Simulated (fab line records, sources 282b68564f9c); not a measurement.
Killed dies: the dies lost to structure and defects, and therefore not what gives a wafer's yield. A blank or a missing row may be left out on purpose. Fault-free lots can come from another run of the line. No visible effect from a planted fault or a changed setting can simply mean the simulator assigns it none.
fab line records	flow rit_cmos
record lots=14	wafers=42	last_day=7
route steps=202 shown ACTIVE@12 PWELL@45 NRETRO@55 GATE@92 M1@202
lots untouched by any fault: they come from a run of this same line in which no faults occurred
start_h: start of the lot's first displayed wafer, in hours after the record's first day	wait_h: how many hours have passed since the lot's step before this one	" repeats the value in the row above	L1.1+2: a single row standing in for several wafers	- either no value or no given start	* or withheld: withheld	< > ~ a bound
route shown NAME@n: names a module that has steps shown in the file, with the first one's number in the route	usual: the fault-free wafers' mean and standard deviation	same: alike in all rows	chamber/n: place in a boat	sites: readings site by site	_std_site: the values' standard deviation	_edge_site: inner sites' mean taken away from outer sites' mean	radius_mm: how far each site lies from the wafer's centre	mask NAME#n: copy n	behind: the last tool/chamber to shape the wafer	hold: the reason the lot was held/the length of the hold in hours/how it ended	device: transistor that didn't switch, given as n, p or np	end of line: at the end of the route, the tests of the same wafers	a step with no rows: only its recipe	killed: dies that structure and defects cost at the first sort, which is not the same as the wafer's yield	map: a wafer's dies, x killed, . not, _ none there
set.NAME: the setting that was run; set.NAME@STEP: the one run at that earlier step	model.NAME: the simulator's own value behind a step, which no gauge read
one table for each step of the route and one row for each wafer, over a sample of lots
## steps
# step RIT_ACTIVE_CD_MEAS_11
# recipe target_cd_nm=1400
# usual cd_nm=1399.7/2.2
lot.wafer	tool	chamber	start_h	wait_h	cd_nm
L788.1	cd_sem-02	-	20.63	-	1399.9
L788.2	"	-	"	"	1399.5
L788.6	"	-	"	"	1398.8
L789.4	cd_sem-02	-	24.50	-	1404.4
L789.5	"	-	"	"	1404.3
L789.6	"	-	"	"	1405.0
L791.1	cd_sem-01	-	35.14	-	1395.7
L791.2	"	-	"	"	1394.0
L791.6	"	-	"	"	1395.5
L795.2	cd_sem-01	-	56.42	-	1400.9
L795.5	"	-	"	"	1402.6
L795.6	"	-	"	"	1400.3
L796.1	cd_sem-01	-	61.01	-	1399.7
L796.4	"	-	"	"	1398.5
L796.6	"	-	"	"	1400.8
L797.3	cd_sem-02	-	64.69	-	1398.1
L797.5	"	-	"	"	1398.5
L797.6	"	-	"	"	1400.3
L799.2	cd_sem-02	-	76.31	-	1398.6
L799.5	"	-	"	"	1397.7
L799.6	"	-	"	"	1400.7
L800.1	cd_sem-02	-	79.78	-	1403.7
L800.5	"	-	"	"	1401.4
L800.6	"	-	"	"	1399.4
L801.1	cd_sem-02	-	86.14	-	1400.9
L801.2	"	-	"	"	1399.1
L801.5	"	-	"	"	1399.9
L802.4	cd_sem-02	-	90.00	-	1399.6
L802.5	"	-	"	"	1399.8
L802.6	"	-	"	"	1396.3
L803.1	cd_sem-01	-	94.70	-	1396.5
L803.3	"	-	"	"	1396.1
L803.4	"	-	"	"	1397.2
L804.2	cd_sem-02	-	100.58	-	1399.0
L804.4	"	-	"	"	1400.7
L804.6	"	-	"	"	1401.9
L805.2	cd_sem-01	-	105.32	-	1398.7
L805.5	"	-	"	"	1400.9
L805.6	"	-	"	"	1399.2
L807.1	cd_sem-01	-	115.66	-	1400.6
L807.3	"	-	"	"	1399.9
L807.5	"	-	"	"	1401.7
# step RIT_PWELL_OVL_MEAS_06
# usual PWELL_OVL=0.6/1.4
lot.wafer	tool	chamber	start_h	wait_h	PWELL_OVL[nm]
L788.1	overlay-01	-	28.34	-	2.2
L788.2	"	-	"	"	1.7
L788.6	"	-	"	"	1.5
L789.4	overlay-01	-	37.05	-	-0.8
L789.5	"	-	"	"	1.4
L789.6	"	-	"	"	1.9
L791.1	overlay-01	-	44.02	-	1.9
L791.2	"	-	"	"	2.2
L791.6	"	-	"	"	1.6
L795.2	overlay-01	-	63.71	-	0.5
L795.5	"	-	"	"	0.8
L795.6	"	-	"	"	2.6
L796.1	overlay-01	-	69.16	-	0.4
L796.4	"	-	"	"	1.8
L796.6	"	-	"	"	0.5
L797.3	overlay-02	-	75.55	-	-1.9
L797.5	"	-	"	"	-1.1
L797.6	"	-	"	"	-1.0
L799.2	overlay-02	-	83.70	-	-0.7
L799.5	"	-	"	"	2.0
L799.6	"	-	"	"	2.5
L800.1	overlay-02	-	92.17	-	-1.5
L800.5	"	-	"	"	-0.2
L800.6	"	-	"	"	-1.5
L801.1	overlay-02	-	93.97	-	1.6
L801.2	"	-	"	"	-0.1
L801.5	"	-	"	"	0.3
L802.4	overlay-01	-	99.62	-	1.0
L802.5	"	-	"	"	1.6
L802.6	"	-	"	"	0.5
L803.1	overlay-01	-	104.58	-	1.5
L803.3	"	-	"	"	0.4
L803.4	"	-	"	"	1.4
L804.2	overlay-01	-	107.97	-	3.2
L804.4	"	-	"	"	2.5
L804.6	"	-	"	"	3.1
L805.2	overlay-02	-	113.38	-	0.4
L805.5	"	-	"	"	-1.3
L805.6	"	-	"	"	0.5
L807.1	overlay-02	-	124.11	-	1.6
L807.3	"	-	"	"	1.2
L807.5	"	-	"	"	1.9
# step RIT_NRETRO_SOFTBAKE_02
# recipe resist=NOVOLAK	temp_c=90	time_s=60
# usual heater_power_total_W=34.57/0.052	plate_temp_C=90.01/0.13
lot.wafer	tool	chamber	start_h	wait_h	heater_power_total_W	plate_temp_C
L788.1	litho_track-03	0	34.71	0.1	34.61	89.83
L788.2	"	0	"	"	34.54	89.86
L788.6	"	0	"	"	34.53	89.90
L789.4	litho_track-04	0	43.40	0.1	34.59	90.08
L789.5	"	0	"	"	34.65	89.98
L789.6	"	0	"	"	34.57	90.00
L791.1	litho_track-02	0	51.22	0.1	34.62	89.92
L791.2	"	0	"	"	34.58	90.04
L791.6	"	0	"	"	34.60	90.06
L795.2	litho_track-04	0	70.14	0.1	34.64	89.90
L795.5	"	0	"	"	34.56	90.30
L795.6	"	0	"	"	34.54	90.10
L796.1	litho_track-03	0	76.96	0.1	34.45	89.89
L796.4	"	0	"	"	34.56	89.95
L796.6	"	0	"	"	34.55	90.03
L797.3	litho_track-03	0	81.88	0.1	34.52	89.98
L797.5	"	0	"	"	34.47	90.05
L797.6	"	0	"	"	34.59	89.87
L799.2	litho_track-02	0	90.02	0.1	34.55	90.20
L799.5	"	0	"	"	34.56	90.14
L799.6	"	0	"	"	34.62	90.14
L800.1	litho_track-04	0	99.13	0.1	34.51	89.99
L800.5	"	0	"	"	34.67	90.10
L800.6	"	0	"	"	34.44	90.07
L801.1	litho_track-03	0	101.77	0.1	34.56	89.83
L801.2	"	0	"	"	34.60	89.73
L801.5	"	0	"	"	34.51	89.87
L802.4	litho_track-03	0	106.83	0.1	34.59	89.86
L802.5	"	0	"	"	34.57	89.98
L802.6	"	0	"	"	34.63	89.86
L803.1	litho_track-04	0	111.83	0.1	34.50	89.98
L803.3	"	0	"	"	34.48	90.07
L803.4	"	0	"	"	34.62	89.93
L804.2	litho_track-03	0	114.29	0.1	34.61	90.20
L804.4	"	0	"	"	34.52	90.00
L804.6	"	0	"	"	34.65	89.96
L805.2	litho_track-04	0	119.69	0.1	32.32	85.91
L805.5	"	0	"	"	32.51	86.11
L805.6	"	0	"	"	32.38	86.02
L807.1	litho_track-04	0	131.14	0.1	32.41	86.05
L807.3	"	0	"	"	32.42	86.11
L807.5	"	0	"	"	32.44	86.03
# step RIT_GATE_CD_MEAS_16
# recipe target_cd_nm=150
# usual cd_nm=150.4/3
lot.wafer	tool	chamber	start_h	wait_h	cd_nm
L788.1	cd_sem-02	-	43.47	-	151.7
L788.2	"	-	"	"	148.2
L788.6	"	-	"	"	149.7
L789.4	cd_sem-01	-	56.71	-	151.7
L789.5	"	-	"	"	153.4
L789.6	"	-	"	"	153.6
L791.1	cd_sem-02	-	59.49	-	153.5
L791.2	"	-	"	"	153.6
L791.6	"	-	"	"	156.1
L795.2	cd_sem-02	-	78.29	-	154.9
L795.5	"	-	"	"	155.3
L795.6	"	-	"	"	156.7
L796.1	cd_sem-02	-	87.14	-	151.7
L796.4	"	-	"	"	151.5
L796.6	"	-	"	"	152.4
L797.3	cd_sem-02	-	91.37	-	151.9
L797.5	"	-	"	"	150.1
L797.6	"	-	"	"	149.3
L799.2	cd_sem-01	-	102.07	-	146.4
L799.5	"	-	"	"	146.2
L799.6	"	-	"	"	148.6
L800.1	cd_sem-02	-	107.61	-	153.9
L800.5	"	-	"	"	155.0
L800.6	"	-	"	"	156.6
L801.1	cd_sem-02	-	110.45	-	146.5
L801.2	"	-	"	"	143.0
L801.5	"	-	"	"	144.5
L802.4	cd_sem-02	-	116.74	-	147.9
L802.5	"	-	"	"	147.2
L802.6	"	-	"	"	147.6
L803.1	cd_sem-02	-	120.90	-	151.4
L803.3	"	-	"	"	154.5
L803.4	"	-	"	"	148.7
L804.2	cd_sem-02	-	122.44	-	152.0
L804.4	"	-	"	"	150.4
L804.6	"	-	"	"	150.1
L805.2	cd_sem-02	-	130.14	-	147.2
L805.5	"	-	"	"	145.6
L805.6	"	-	"	"	143.9
L807.1	cd_sem-01	-	138.35	-	152.3
L807.3	"	-	"	"	155.6
L807.5	"	-	"	"	156.1
# step RIT_M1_PROBE_99
# usual killed_at_contacts=0.0/0.22	killed_at_front_end=7/3.2	killed_dies=8/3.2	killed_open=3.7/2.1	killed_short=3.8/2.2
# same gross_dies=264	killed_at_M0_to_M3=0	killed_at_M4_up=0	killed_at_back_side=0	killed_at_other=0
lot.wafer	tool	chamber	start_h	wait_h	killed_at_contacts	killed_at_front_end	killed_dies	killed_open	killed_short
L788.1	prober-02	-	63.62	0.1	0	9	9	6	3
L788.2	prober-02	-	63.67	0.1	0	10	10	3	7
L788.6	prober-02	-	63.87	0.2	0	13	13	6	7
L789.4	prober-01	-	77.13	0.2	0	2	2	2	0
L789.5	prober-01	-	77.18	0.2	0	12	12	7	5
L789.6	prober-01	-	77.23	0.2	1	6	7	4	3
L791.1	prober-01	-	81.05	0.1	0	7	7	4	3
L791.2	prober-01	-	81.10	0.1	0	5	5	0	5
L791.6	prober-01	-	81.30	0.2	0	4	4	3	1
L795.2	prober-01	-	100.24	0.1	0	4	4	2	2
L795.5	prober-01	-	100.39	0.2	0	5	5	4	1
L795.6	prober-01	-	100.44	0.2	0	8	8	4	4
L796.1	prober-02	-	107.64	0.1	0	5	5	0	5
L796.4	prober-02	-	107.79	0.2	0	11	11	7	4
L796.6	prober-02	-	107.89	0.2	0	11	11	5	6
L797.3	prober-01	-	111.55	0.2	0	6	6	3	3
L797.5	prober-01	-	111.65	0.2	0	3	3	2	1
L797.6	prober-01	-	111.70	0.2	0	15	15	10	5
L799.2	prober-01	-	123.06	0.1	0	7	7	5	2
L799.5	prober-01	-	123.21	0.2	0	7	7	5	2
L799.6	prober-01	-	123.26	0.2	0	8	8	3	5
L800.1	prober-02	-	129.05	0.1	0	5	5	0	5
L800.5	prober-02	-	129.25	0.2	0	11	11	3	8
L800.6	prober-02	-	129.30	0.2	0	12	12	7	5
L801.1	prober-01	-	132.42	0.1	0	6	6	2	4
L801.2	prober-01	-	132.47	0.1	0	9	9	2	7
L801.5	prober-01	-	132.62	0.2	0	6	6	4	2
L802.4	prober-02	-	137.39	0.2	0	5	5	2	3
L802.5	prober-02	-	137.44	0.2	0	3	3	2	1
L802.6	prober-02	-	137.49	0.2	0	5	5	3	2
L803.1	prober-01	-	142.21	0.1	0	10	10	6	4
L803.3	prober-01	-	142.31	0.2	0	10	10	6	4
L803.4	prober-01	-	142.36	0.2	0	5	5	2	3
L804.2	prober-02	-	143.76	0.1	0	6	6	2	4
L804.4	prober-02	-	143.86	0.2	0	13	13	5	8
L804.6	prober-02	-	143.96	0.2	0	7	7	4	3
L805.2	prober-01	-	153.24	0.1	0	9	9	6	3
L805.5	prober-01	-	153.39	0.2	0	6	6	3	3
L805.6	prober-01	-	153.44	0.2	0	7	7	3	4
L807.1	prober-01	-	161.03	0.1	0	5	5	1	4
L807.3	prober-01	-	161.13	0.2	0	7	7	6	1
L807.5	prober-01	-	161.23	0.2	0	3	3	2	1
# killed by level:class
L788.1 REOX:geometric_particle:open=3 FOX1:geometric_particle:open=1 FOX2:geometric_particle:short=1 GATE:geometric_particle:open=1 REOX:geometric_particle:short=1 SILICIDE:geometric_particle:short=1 SILICIDE:geometric_particle:open=1
L788.2 GATE:geometric_particle:open=2 REOX:geometric_particle:short=2 SPACER:geometric_particle:short=2 FOX1:geometric_particle:short=1 FOX2:geometric_particle:short=1 GATE:geometric_particle:short=1 REOX:geometric_particle:open=1
L788.6 REOX:geometric_particle:short=2 SPACER:geometric_particle:short=2 FOX1:geometric_particle:short=1 FOX1:geometric_particle:open=1 FOX2:geometric_particle:open=1 GATE:geometric_particle:short=1 GATE:geometric_particle:open=1 REOX:geometric_particle:open=1
L789.4 FOX1:geometric_particle:open=1 FOX2:geometric_particle:open=1
L789.5 FOX1:geometric_particle:open=2 FOX1:geometric_particle:short=2 GATE:geometric_particle:short=2 SPACER:geometric_particle:open=2 FOX2:geometric_particle:short=1 FOX2:geometric_particle:open=1 GATE:geometric_particle:open=1 SILICIDE:geometric_particle:open=1
L789.6 SPACER:geometric_particle:short=3 FOX1:geometric_particle:open=2 SPACER:geometric_particle:open=1 CONTACT:geometric_particle:open=1
L791.1 FOX1:geometric_particle:open=3 GATE:geometric_particle:short=2 SPACER:geometric_particle:short=1 SILICIDE:geometric_particle:open=1
L791.2 GATE:geometric_particle:short=3 REOX:geometric_particle:short=1 SPACER:geometric_particle:short=1
L791.6 FOX1:geometric_particle:open=2 GATE:geometric_particle:open=1 SILICIDE:geometric_particle:short=1
L795.2 FOX2:geometric_particle:open=1 GATE:geometric_particle:open=1 GATE:geometric_particle:short=1 SILICIDE:geometric_particle:short=1
L795.5 GATE:geometric_particle:open=2 FOX2:geometric_particle:short=1 REOX:geometric_particle:open=1 SILICIDE:geometric_particle:open=1
L795.6 GATE:geometric_particle:open=2 REOX:geometric_particle:short=2 FOX2:geometric_particle:open=1 GATE:geometric_particle:short=1 REOX:geometric_particle:open=1 SILICIDE:geometric_particle:short=1
L796.1 FOX2:geometric_particle:short=2 SPACER:geometric_particle:short=2 GATE:geometric_particle:short=1
L796.4 GATE:geometric_particle:open=4 SILICIDE:geometric_particle:short=2 FOX1:geometric_particle:open=1 GATE:geometric_particle:short=1 REOX:geometric_particle:short=1 SPACER:geometric_particle:open=1 SILICIDE:geometric_particle:open=1
L796.6 GATE:geometric_particle:short=3 SPACER:geometric_particle:open=3 GATE:geometric_particle:open=2 SPACER:geometric_particle:short=2 FOX1:geometric_particle:short=1
L797.3 GATE:geometric_particle:open=2 GATE:geometric_particle:short=2 FOX1:geometric_particle:short=1 FOX1:geometric_particle:open=1
L797.5 FOX2:geometric_particle:short=1 REOX:geometric_particle:open=1 SPACER:geometric_particle:open=1
L797.6 GATE:geometric_particle:open=5 GATE:geometric_particle:short=2 REOX:geometric_particle:open=2 SPACER:geometric_particle:short=2 FOX1:geometric_particle:open=1 FOX2:geometric_particle:open=1 REOX:geometric_particle:short=1 SPACER:geometric_particle:open=1
L799.2 FOX1:geometric_particle:open=2 GATE:geometric_particle:open=2 FOX1:geometric_particle:short=1 GATE:geometric_particle:short=1 REOX:geometric_particle:open=1
L799.5 REOX:geometric_particle:open=2 SILICIDE:geometric_particle:open=2 FOX1:geometric_particle:short=1 GATE:geometric_particle:open=1 SPACER:geometric_particle:short=1
L799.6 REOX:geometric_particle:short=3 GATE:geometric_particle:open=2 GATE:geometric_particle:short=1 SPACER:geometric_particle:open=1 SPACER:geometric_particle:short=1
L800.1 GATE:geometric_particle:short=4 REOX:geometric_particle:short=1
L800.5 GATE:geometric_particle:short=4 FOX2:geometric_particle:short=2 REOX:geometric_particle:short=2 GATE:geometric_particle:open=1 REOX:geometric_particle:open=1 SPACER:geometric_particle:open=1
L800.6 REOX:geometric_particle:open=4 SPACER:geometric_particle:short=3 GATE:geometric_particle:open=2 GATE:geometric_particle:short=2 SPACER:geometric_particle:open=1
L801.1 REOX:geometric_particle:short=2 GATE:geometric_particle:short=1 GATE:geometric_particle:open=1 REOX:geometric_particle:open=1 SILICIDE:geometric_particle:short=1
L801.2 GATE:geometric_particle:short=2 REOX:geometric_particle:short=2 SPACER:geometric_particle:open=2 FOX1:geometric_particle:short=1 SPACER:geometric_particle:short=1 SILICIDE:geometric_particle:short=1
L801.5 SPACER:geometric_particle:open=3 SPACER:geometric_particle:short=1 SILICIDE:geometric_particle:open=1 SILICIDE:geometric_particle:short=1
L802.4 FOX2:geometric_particle:short=1 FOX2:geometric_particle:open=1 REOX:geometric_particle:short=1 SPACER:geometric_particle:open=1 SILICIDE:geometric_particle:short=1
L802.5 GATE:geometric_particle:open=2 GATE:geometric_particle:short=1
L802.6 FOX1:geometric_particle:open=1 FOX2:geometric_particle:open=1 GATE:geometric_particle:short=1 GATE:geometric_particle:open=1 REOX:geometric_particle:short=1
L803.1 GATE:geometric_particle:open=3 SPACER:geometric_particle:short=2 FOX2:geometric_particle:short=1 REOX:geometric_particle:short=1 REOX:geometric_particle:open=1 SPACER:geometric_particle:open=1 SILICIDE:geometric_particle:open=1
L803.3 GATE:geometric_particle:open=4 GATE:geometric_particle:short=3 SPACER:geometric_particle:open=2 FOX1:geometric_particle:short=1
L803.4 GATE:geometric_particle:short=1 GATE:geometric_particle:open=1 REOX:geometric_particle:short=1 SPACER:geometric_particle:open=1 SPACER:geometric_particle:short=1
L804.2 FOX1:geometric_particle:short=2 GATE:geometric_particle:open=2 FOX2:geometric_particle:short=1 REOX:geometric_particle:short=1
L804.4 GATE:geometric_particle:short=3 SILICIDE:geometric_particle:open=3 FOX2:geometric_particle:short=2 GATE:geometric_particle:open=2 REOX:geometric_particle:short=2 SILICIDE:geometric_particle:short=1
L804.6 GATE:geometric_particle:open=2 ACTIVE:geometric_particle:short=1 FOX1:geometric_particle:short=1 FOX1:geometric_particle:open=1 FOX2:geometric_particle:short=1 SPACER:geometric_particle:open=1
L805.2 GATE:geometric_particle:open=2 GATE:geometric_particle:short=2 REOX:geometric_particle:open=2 FOX1:geometric_particle:open=1 REOX:geometric_particle:short=1 SPACER:geometric_particle:open=1
L805.5 FOX1:geometric_particle:short=2 FOX2:geometric_particle:open=1 GATE:geometric_particle:open=1 GATE:geometric_particle:short=1 SPACER:geometric_particle:open=1
L805.6 GATE:geometric_particle:short=2 ACTIVE:geometric_particle:open=1 FOX2:geometric_particle:short=1 GATE:geometric_particle:open=1 REOX:geometric_particle:short=1 REOX:geometric_particle:open=1
L807.1 GATE:geometric_particle:short=3 FOX1:geometric_particle:short=1 FOX2:geometric_particle:open=1
L807.3 FOX1:geometric_particle:open=2 FOX2:geometric_particle:open=2 FOX2:geometric_particle:short=1 REOX:geometric_particle:open=1 SPACER:geometric_particle:open=1
L807.5 FOX1:geometric_particle:short=1 GATE:geometric_particle:open=1 SILICIDE:geometric_particle:open=1
## key
first_sign step=RIT_NRETRO_SOFTBAKE_02	reading=heater_power_total_W	direction=down	sigmas=42	usual=34.57	struck=32.41
effect step=RIT_NRETRO_SOFTBAKE_02	reading=plate_temp_C	direction=down	sigmas=31	usual=*	struck=*
met_at RIT_NRETRO_SOFTBAKE_02
struck_lots L805,L807
tester_left_out L805,L807
not_acting_at RIT_ACTIVE_CD_MEAS_11,RIT_PWELL_OVL_MEAS_06,RIT_GATE_CD_MEAS_16
onset_between 111.83 119.69
fault kind=process_parameter_drift	tool=litho_track-04	chamber=-	onset_h=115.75	steps=RIT_NRETRO_SOFTBAKE_02	channel=temp_c	offset=*	shape=step	end_h=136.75	acts_in=*	stated=*
# tester_left_out: of these lots the tester's yield and bins aren't shown, on N5 and GAA mostly nor the transistor test; their killed dies are dies lost to structure and defects alone, not to doping, threshold or leakage, so they don't give the yield
